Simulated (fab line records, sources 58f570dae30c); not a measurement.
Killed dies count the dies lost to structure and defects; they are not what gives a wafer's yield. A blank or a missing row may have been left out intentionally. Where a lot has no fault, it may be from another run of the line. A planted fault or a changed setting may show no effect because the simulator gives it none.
fab line records -- flow berkeley-cmos170
record lots=5, wafers=27
route steps=331 shown M3@310
start-h: hours from the record's opening day to when the first of the lot's shown wafers began -- wait-h: how many hours have passed since the lot's step before this one -- " same as the row above -- L1.1+2: a row that stands for several wafers -- - either no value or no given start -- * or withheld: withheld -- < > ~ a bound
route shown NAME@n: a module of which the file shows steps, and the number in the route of the first -- usual: mean/standard deviation of fault-free wafers -- same: alike in all rows -- chamber/n: place in a boat -- sites: the reading at each site -- _std_site: how widely they spread, as a standard deviation -- _edge_site: outer sites' mean less inner sites' -- radius-mm: for every site, how far away it sits from the centre of the wafer -- mask NAME#n: copy n -- behind: the tool/chamber that last shaped the wafer -- hold: cause of the lot's hold/its duration in hours/its outcome -- device: names the non-switching transistor (n, p or np) -- end of line: at the end of the route, the tests of the same wafers -- a step given without rows: its recipe and nothing more -- killed: at the first sort, the dies lost to defects and structure; wafer yield is something else -- map: per-die view of a wafer (x killed, . not killed, _ where there is no die)
set.NAME: the run value of the setting; set.NAME@STEP: its run value at that earlier step -- model.NAME: the simulator's own value behind a step, which no gauge read
lots whose settings were changed on purpose; a table a step, a row a wafer
## steps
# step UCB170_M3_SPUTTER_01
# recipe material=Al, target-thk-nm=900, time-s=120, power-w=6000, chamber-pressure-pa=0.5
lot.wafer,tool,chamber,start-h,wait-h,set.time-s,model.Al_of_M3_SPUTTER_01.thk-nm
L076.1,pvd-sputter-01,-,172.52,0.0,120,905.4
L076.2,pvd-sputter-01,-,172.52,0.0,170.1,1276
L076.3,pvd-sputter-01,-,172.52,0.0,170.1,1278
L076.4,pvd-sputter-01,-,172.52,0.0,170.1,1289
L076.5,pvd-sputter-01,-,172.52,0.0,120,903
L076.6,pvd-sputter-01,-,172.52,0.0,120,903.4
L078.1+2,pvd-sputter-01,-,182.96,0.0,120,888.4
L078.3,pvd-sputter-01,-,182.96,0.0,69.67,519.8
L078.4,pvd-sputter-01,-,182.96,0.0,120,893.9
L078.5,pvd-sputter-01,-,182.96,0.0,69.67,520.1
L078.6,pvd-sputter-01,-,182.96,0.0,69.67,514.6
L081.2,pvd-sputter-01,-,190.16,0.0,120,901.9
L081.5,pvd-sputter-01,-,190.16,0.0,120,897.6
L081.6,pvd-sputter-01,-,190.16,0.0,120,901.7
L082.1,pvd-sputter-03,-,215.97,0.0,169.9,1282
L082.2,pvd-sputter-03,-,215.97,0.0,120,905.5
L082.3,pvd-sputter-03,-,215.97,0.0,120,906.9
L082.4,pvd-sputter-03,-,215.97,0.0,120,897.1
L082.5,pvd-sputter-03,-,215.97,0.0,169.9,1275
L082.6,pvd-sputter-03,-,215.97,0.0,169.9,1276
L084.1,pvd-sputter-04,-,216.39,0.0,120,926.9
L084.2,pvd-sputter-04,-,216.39,0.0,120,922.6
L084.3,pvd-sputter-04,-,216.39,0.0,120,915.2
L084.4,pvd-sputter-04,-,216.39,0.0,120,914.4
L084.5,pvd-sputter-04,-,216.39,0.0,120,922.3
L084.6,pvd-sputter-04,-,216.39,0.0,120,920.2
# step UCB170_M3_RS_MEAS_02
# recipe thk-meas-gauge=four-point-probe, reads=Al_of_M3_SPUTTER_01
# usual M3_AL_RS=0.0320/0.0003
lot.wafer,tool,chamber,start-h,wait-h,set.time-s@M3_SPUTTER_01,M3_AL_RS[ohm/sq]
L076.1,film-metro-02,-,172.60,0.0,120,0.0319
L076.2,film-metro-02,-,172.60,0.0,170.1,0.0226
L076.3,film-metro-02,-,172.60,0.0,170.1,0.0225
L076.4,film-metro-02,-,172.60,0.0,170.1,0.0224
L076.5,film-metro-02,-,172.60,0.0,120,0.0321
L076.6,film-metro-02,-,172.60,0.0,120,0.0321
L078.1,film-metro-01,-,183.04,0.0,120,0.0326
L078.2,film-metro-01,-,183.04,0.0,120,0.0326
L078.3,film-metro-01,-,183.04,0.0,69.67,0.0562
L078.4,film-metro-01,-,183.04,0.0,120,0.0324
L078.5,film-metro-01,-,183.04,0.0,69.67,0.0562
L078.6,film-metro-01,-,183.04,0.0,69.67,0.0569
L081.2,film-metro-04,-,190.26,0.1,120,0.0321
L081.5,film-metro-04,-,190.26,0.1,120,0.0322
L081.6,film-metro-04,-,190.26,0.1,120,0.0320
L082.1,film-metro-04,-,216.05,0.0,169.9,0.0225
L082.2,film-metro-04,-,216.05,0.0,120,0.0319
L082.3,film-metro-04,-,216.05,0.0,120,0.0318
L082.4,film-metro-04,-,216.05,0.0,120,0.0322
L082.5,film-metro-04,-,216.05,0.0,169.9,0.0226
L082.6,film-metro-04,-,216.05,0.0,169.9,0.0226
L084.1,film-metro-01,-,216.48,0.0,120,0.0312
L084.2,film-metro-01,-,216.48,0.0,120,0.0313
L084.3,film-metro-01,-,216.48,0.0,120,0.0316
L084.4,film-metro-01,-,216.48,0.0,120,0.0317
L084.5,film-metro-01,-,216.48,0.0,120,0.0314
L084.6,film-metro-01,-,216.48,0.0,120,0.0315
# step UCB170_M3_THK_MEAS_03
# recipe thk-meas-gauge=xrf, reads=Al_of_M3_SPUTTER_01
# usual M3_AL_THK=912/10
lot.wafer,tool,chamber,start-h,wait-h,set.time-s@M3_SPUTTER_01,M3_AL_THK[nm]
L076.1,film-metro-02,-,172.72,0.1,120,914
L076.2,film-metro-02,-,172.72,0.1,170.1,1284
L076.3,film-metro-02,-,172.72,0.1,170.1,1281
L076.4,film-metro-02,-,172.72,0.1,170.1,1304
L076.5,film-metro-02,-,172.72,0.1,120,908
L076.6,film-metro-02,-,172.72,0.1,120,905
L078.1,film-metro-01,-,183.16,0.1,120,891
L078.2,film-metro-01,-,183.16,0.1,120,890
L078.3,film-metro-01,-,183.16,0.1,69.67,522
L078.4,film-metro-01,-,183.16,0.1,120,896
L078.5,film-metro-01,-,183.16,0.1,69.67,523
L078.6,film-metro-01,-,183.16,0.1,69.67,517
L081.2,film-metro-04,-,190.37,0.1,120,915
L081.5,film-metro-04,-,190.37,0.1,120,907
L081.6,film-metro-04,-,190.37,0.1,120,918
L082.1,film-metro-04,-,216.17,0.1,169.9,1316
L082.2,film-metro-04,-,216.17,0.1,120,931
L082.3,film-metro-04,-,216.17,0.1,120,932
L082.4,film-metro-04,-,216.17,0.1,120,916
L082.5,film-metro-04,-,216.17,0.1,169.9,1300
L082.6,film-metro-04,-,216.17,0.1,169.9,1308
L084.1,film-metro-01,-,216.60,0.1,120,927
L084.2,film-metro-01,-,216.60,0.1,120,925
L084.3,film-metro-01,-,216.60,0.1,120,915
L084.4,film-metro-01,-,216.60,0.1,120,917
L084.5,film-metro-01,-,216.60,0.1,120,921
L084.6,film-metro-01,-,216.60,0.1,120,924
## key
split step=UCB170_M3_SPUTTER_01, setting=time-s, stated=120, by=wafer
response step=UCB170_M3_SPUTTER_01, reading=model.Al_of_M3_SPUTTER_01.thk-nm, change=+8.97, per=1%, r=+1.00
response step=UCB170_M3_RS_MEAS_02, reading=M3_AL_RS, change=-0.000342, per=1%, r=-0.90
response step=UCB170_M3_THK_MEAS_03, reading=M3_AL_THK, change=+9.05, per=1%, r=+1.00
